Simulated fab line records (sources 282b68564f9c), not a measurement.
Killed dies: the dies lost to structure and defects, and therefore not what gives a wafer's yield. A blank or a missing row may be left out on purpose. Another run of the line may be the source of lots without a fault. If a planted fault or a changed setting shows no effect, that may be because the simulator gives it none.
A struck lot beside a sound one + flow rit_cmos + 43 steps out of a route of 202
Sound: the wafers L297.2, L297.3, L297.4. Wafers L308.1, L308.3, L308.6 were the ones struck. The cause is named last.
For every step that has rows: the tool of each side, followed by ch and its chambers, followed by its first start. Under that, the readings that differ: sound wafers + struck wafers + difference of the means + sigmas: that difference in standard deviations of wafers without a fault.
alike: readings whose means differ by less than 2 such deviations, and words and numbers that are the same on both sides. not compared: withheld readings, readings that some wafer has no value for, bounds like >300 that may hide the same value, and numbers for which the record gives no deviation and whose values overlap.
A row with sigmas, a row that says differs or no value, or rows on one side alone: a step with any of these is where the two part. Numbers that have no deviation but don't overlap get no sigmas and don't part them. A reading that every wafer of one side lacks parts them only if that side has two wafers or more.

first, 1 step without rows for these wafers: RIT_PRETRO_DEVELOP_05 (develop time 68 s).
RIT_PRETRO_OVL_MEAS_06:
  sound on overlay-02 at day 2 08:35; struck on overlay-01 at day 4 14:46
  alike: PRETRO_OVL
then, 2 steps without rows for these wafers: RIT_PRETRO_HARDBAKE_07 (time 120 s); RIT_PRETRO_IMPLANT_08.
RIT_PRETRO_STRIP_09: strips in O2, time 180 s.
  sound on plasma_asher-04 ch 0,1, day 2 09:01; struck on plasma_asher-04 ch 1, day 4 15:12
  alike: drypump_motor_current_A
  not compared: rf_hours_counter_h
RIT_PRETRO_TW_MEAS_10:
  sound on film_metro-04 at day 2 09:12; struck on film_metro-04 at day 4 15:22
  alike: PRETRO_TW
then, 5 steps without rows for these wafers: RIT_GATE_WET_ETCH_00 (etches SiO2 in BOE, target depth 56 nm, time 60 s); RIT_GATE_CLEAN_01 (cleans in SC1, time 600 s); RIT_GATE_CLEAN_02 (cleans in dHF, time 30 s); RIT_GATE_CLEAN_03 (cleans in SC2, time 600 s); RIT_GATE_CLEAN_04 (cleans in dHF, time 60 s).
RIT_FOX2_THK_MEAS_91:
  sound on film_metro-04 at day 2 09:53; struck on film_metro-03 at day 4 15:51
  alike: FIELD_OXIDE_LEFT_2_THK
RIT_GATE_OXIDATION_05: target thk 3 nm, ox time 270 s.
  sound on furnace-04 ch 0, day 2 10:13; struck on furnace-04 ch 0, day 4 15:55
  alike: tube_center_temp_C
then, 1 step without rows for these wafers: RIT_GATE_ANNEAL_06 (time 600 s).
RIT_GATE_THK_MEAS_07:
  sound on film_metro-03 at day 2 12:16; struck on film_metro-02 at day 4 18:10
  alike: GATE_OXIDE_THK
then, 1 step without rows for these wafers: RIT_GATE_CVD_08 (deposits poly-Si from SiH4, target thk 250 nm, time 2220 s).
RIT_GATE_THK_MEAS_09:
  sound on film_metro-03 at day 2 13:56; struck on film_metro-04 at day 4 19:50
  alike: GATE_POLY_THK
then, 6 steps without rows for these wafers: RIT_GATE_HMDS_10 (prime time 60 s); RIT_GATE_COAT_11 (resist thk 850 nm); RIT_GATE_SOFTBAKE_12 (time 60 s); RIT_GATE_EXPOSE_13 (exposes mask M6, target cd 150 nm); RIT_GATE_PEB_14; RIT_GATE_DEVELOP_15 (develop time 50 s).
RIT_GATE_CD_MEAS_16 targets a cd of 150 nm.
  sound on cd_sem-01 at day 2 14:59; struck on cd_sem-01 at day 4 20:44
| reading    | sound             | struck            | difference | sigmas |
|------------|-------------------|-------------------|------------|--------|
| cd_nm (nm) | 145.7 143.8 144.3 | 150.4 150.4 150.5 | +5.8       | +2     |
RIT_GATE_OVL_MEAS_17:
  sound on overlay-02 at day 2 15:05; struck on overlay-01 at day 4 20:52
  alike: GATE_OVL
then, 1 step without rows for these wafers: RIT_GATE_HARDBAKE_18 (time 60 s).
RIT_GATE_ETCH_19: etches poly-Si in SF6/CHF3/O2, stops on SiO2, time 165 s, target depth 312.5 nm.
  sound on rie_si-01 ch 1,2,3, day 2 15:22; struck on rie_si-02 ch 1,2, day 4 21:03
  alike: drypump_motor_current_A, oes_product_au, throttle_valve_pct
  not compared: rf_hours_counter_h
RIT_GATE_STRIP_20: strips in O2, time 180 s.
  sound on plasma_asher-02 ch 0,1, day 2 15:28; struck on plasma_asher-03 ch 0,1, day 4 21:10
  alike: drypump_motor_current_A
  not compared: rf_hours_counter_h
RIT_GATE_CD_MEAS_90 targets a cd of 150 nm.
  sound on cd_sem-02 at day 2 15:41; struck on cd_sem-02 at day 4 21:20
| reading    | sound             | struck            | difference | sigmas |
|------------|-------------------|-------------------|------------|--------|
| cd_nm (nm) | 145.6 143.9 144.2 | 150.3 150.8 151.5 | +6.3       | +2     |
then, 4 steps without rows for these wafers: RIT_REOX_CLEAN_00 (cleans in SC1, time 600 s); RIT_REOX_CLEAN_01 (cleans in dHF, time 30 s); RIT_REOX_CLEAN_02 (cleans in SC2, time 600 s); RIT_REOX_OXIDATION_03 (target thk 25.2 nm, ox time 5580 s).
RIT_REOX_THK_MEAS_04:
  sound on film_metro-04 at day 2 20:52; struck on film_metro-01 at day 5 01:22
  alike: REOX_OXIDE_THK
then, 6 steps without rows for these wafers: RIT_NLDD_HMDS_00 (prime time 60 s); RIT_NLDD_COAT_01 (resist thk 1000 nm); RIT_NLDD_SOFTBAKE_02 (time 60 s); RIT_NLDD_EXPOSE_03 (exposes mask M7, target cd 40700 nm); RIT_NLDD_PEB_04; RIT_NLDD_DEVELOP_05 (develop time 50 s).
RIT_NLDD_OVL_MEAS_06:
  sound on overlay-01 at day 2 21:52; struck on overlay-01 at day 5 02:29
  alike: NLDD_OVL
then, 1 step without rows for these wafers: RIT_NLDD_HARDBAKE_07 (time 60 s).
RIT_M1_PROBE_99:
  sound on prober-01 at day 3 15:34; struck on prober-02 at day 5 18:08
| reading             | sound    | struck    | difference | sigmas |
|---------------------|----------|-----------|------------|--------|
| killed_at_front_end | 10 10 11 | 95 96 117 | +92        | +33    |
| killed_dies         | 10 10 11 | 95 96 117 | +92        | +33    |
| killed_on_rim       | 5 0 2    | 27 21 33  | +25        | +19    |
  alike: killed_at_contacts, killed_open, killed_short

## WHERE THEY PART
Earliest at RIT_GATE_CD_MEAS_16; latest, in this record, at RIT_M1_PROBE_99.

WHY: what had been put in by the simulator
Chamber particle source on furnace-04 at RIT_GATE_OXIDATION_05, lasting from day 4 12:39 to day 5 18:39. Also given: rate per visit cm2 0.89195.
